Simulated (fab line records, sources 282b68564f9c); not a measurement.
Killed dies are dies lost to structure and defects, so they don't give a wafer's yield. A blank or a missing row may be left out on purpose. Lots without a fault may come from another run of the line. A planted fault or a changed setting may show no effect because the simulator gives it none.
A struck lot beside a sound one | flow rit_cmos | 44 steps out of a route of 202
Sound: wafers L383.2, L383.5, L383.6. Struck: wafers L388.2, L388.4, L388.6. The cause comes at the end.
At each step with rows: each side's tool, then ch and its chambers, then its first start. Under that, the readings that differ: sound wafers | struck wafers | difference of the means | sigmas: that difference in standard deviations of wafers without a fault.
alike: readings whose means differ by less than 2 such deviations, and words and numbers that are the same on both sides. not compared: withheld readings, readings that some wafer has no value for, bounds like >300 that may hide the same value, and numbers for which the record gives no deviation and whose values overlap.
The two part at a step that has a row with sigmas, a row that says differs or no value, or rows on one side only. Numbers that don't overlap but have no deviation are shown without sigmas and don't part them. A reading that every wafer of one side lacks parts them only if that side has two wafers or more.

first, 2 steps without rows for these wafers: RIT_NLDD_HARDBAKE_07 (time 60 s); RIT_NLDD_IMPLANT_08.
RIT_NLDD_STRIP_09: strips in O2, time 180 s.
  sound on plasma_asher-01 ch 0,1, day 3 08:55; struck on plasma_asher-03 ch 0,1, day 4 11:11
  alike: drypump_motor_current_A, o2_flow_sccm
  not compared: rf_hours_counter_h
RIT_NLDD_TW_MEAS_10:
  sound on film_metro-02, day 3 09:05; struck on film_metro-02, day 4 11:23
  alike: NLDD_TW
then, 6 steps without rows for these wafers: RIT_PLDD_HMDS_00 (prime time 60 s); RIT_PLDD_COAT_01 (resist thk 1000 nm); RIT_PLDD_SOFTBAKE_02 (time 60 s); RIT_PLDD_EXPOSE_03 (exposes mask M8, target cd 40900 nm); RIT_PLDD_PEB_04; RIT_PLDD_DEVELOP_05 (develop time 50 s).
RIT_PLDD_OVL_MEAS_06:
  sound on overlay-02, day 3 10:00; struck on overlay-01, day 4 12:17
  alike: PLDD_OVL
then, 1 step without rows for these wafers: RIT_PLDD_HARDBAKE_07 (time 60 s).
RIT_PLDD_IMPLANT_08:
  sound on implanter-03 ch 0, day 3 10:13; struck on implanter-04 ch 0, day 4 12:29
  reading                   | sound             | struck            | difference | sigmas
  implant_ion_amu           | 49 49 49          | 11 11 11          | -38        |
  model.implant.rp_nm (nm)  | 17.31 17.31 17.31 | 67.92 67.92 67.92 | +50.61     |
  model.implant.drp_nm (nm) | 9.752 9.752 9.752 | 28.34 28.34 28.34 | +18.59     |
  alike: beam_energy_keV
RIT_PLDD_STRIP_09: strips in O2, time 180 s.
  sound on plasma_asher-03 ch 0,1, day 3 10:20; struck on plasma_asher-03 ch 0,1, day 4 12:37
  alike: drypump_motor_current_A, o2_flow_sccm
  not compared: rf_hours_counter_h
RIT_PLDD_TW_MEAS_10:
  sound on film_metro-02, day 3 10:31; struck on film_metro-02, day 4 12:48
  reading | sound          | struck         | difference | sigmas
  PLDD_TW | 2359 2347 2344 | 1586 1597 1598 | -756       | -33
then, 4 steps without rows for these wafers: RIT_SPACER_CLEAN_00 (cleans in SC1, time 600 s); RIT_SPACER_CLEAN_01 (cleans in dHF, time 30 s); RIT_SPACER_CLEAN_02 (cleans in SC2, time 600 s); RIT_SPACER_CVD_03 (deposits Si3N4 from SiH2Cl2/NH3, target thk 250 nm, time 3300 s).
RIT_SPACER_THK_MEAS_04:
  sound on film_metro-03, day 3 12:52; struck on film_metro-04, day 4 15:08
  alike: SPACER_NITRIDE_THK
RIT_SPACER_ETCHBACK_05: etches Si3N4 in SF6/CHF3, stops on SiO2, target depth 250 nm, time 240 s.
  sound on rie_diel-02 ch 0,2,3, day 3 12:55; struck on rie_diel-02 ch 1,2, day 4 15:11
  alike: drypump_motor_current_A, oes_product_au, throttle_valve_pct
  not compared: rf_hours_counter_h
then, 6 steps without rows for these wafers: RIT_NSD_HMDS_00 (prime time 60 s); RIT_NSD_COAT_01 (resist thk 1000 nm); RIT_NSD_SOFTBAKE_02 (time 60 s); RIT_NSD_EXPOSE_03 (exposes mask M9, target cd 40700 nm); RIT_NSD_PEB_04; RIT_NSD_DEVELOP_05 (develop time 50 s).
RIT_NSD_OVL_MEAS_06:
  sound on overlay-02, day 3 13:55; struck on overlay-02, day 4 16:20
  alike: NSD_OVL
then, 2 steps without rows for these wafers: RIT_NSD_HARDBAKE_07 (time 60 s); RIT_NSD_IMPLANT_08.
RIT_NSD_STRIP_09: strips in O2, time 180 s.
  sound on plasma_asher-04 ch 0,1, day 3 14:15; struck on plasma_asher-04 ch 1, day 4 16:40
  alike: drypump_motor_current_A, o2_flow_sccm
  not compared: rf_hours_counter_h
RIT_NSD_TW_MEAS_10:
  sound on film_metro-04, day 3 14:26; struck on film_metro-01, day 4 16:50
  alike: NSD_TW
then, 6 steps without rows for these wafers: RIT_PSD_HMDS_00 (prime time 60 s); RIT_PSD_COAT_01 (resist thk 1000 nm); RIT_PSD_SOFTBAKE_02 (time 60 s); RIT_PSD_EXPOSE_03 (exposes mask M10, target cd 40900 nm); RIT_PSD_PEB_04; RIT_PSD_DEVELOP_05 (develop time 50 s).
RIT_PSD_OVL_MEAS_06:
  sound on overlay-02, day 3 15:28; struck on overlay-01, day 4 17:45
  reading      | sound       | struck        | difference | sigmas
  PSD_OVL (nm) | 1.4 3.0 1.8 | -0.1 0.2 -1.9 | -2.7       | -2
then, 2 steps without rows for these wafers: RIT_PSD_HARDBAKE_07 (time 60 s); RIT_PSD_IMPLANT_08.
RIT_PSD_STRIP_09: strips in O2, time 180 s.
  sound on plasma_asher-04 ch 0,1, day 3 15:47; struck on plasma_asher-04 ch 0,1, day 4 18:05
  alike: drypump_motor_current_A, o2_flow_sccm
  not compared: rf_hours_counter_h
RIT_SDANNEAL_RS_MEAS_06: measures by four-point-probe.
  sound on film_metro-04, day 3 16:43; struck on film_metro-02, day 4 19:00
  reading          | sound             | struck            | difference | sigmas
  PLDD_RS (ohm/sq) | 178.4 178.2 178.5 | 129.0 128.8 128.5 | -49.6      | -99 or more
RIT_M1_PROBE_99:
  sound on prober-02, day 4 01:43; struck on prober-01, day 5 04:14
  alike: killed_at_contacts, killed_at_front_end, killed_dies, killed_open, killed_short

WHERE THEY PART
First at RIT_PLDD_TW_MEAS_10; last, within this record, at RIT_SDANNEAL_RS_MEAS_06. Later steps at which nothing parts them and some readings are alike: RIT_M1_PROBE_99.

WHY: what the simulator had put in
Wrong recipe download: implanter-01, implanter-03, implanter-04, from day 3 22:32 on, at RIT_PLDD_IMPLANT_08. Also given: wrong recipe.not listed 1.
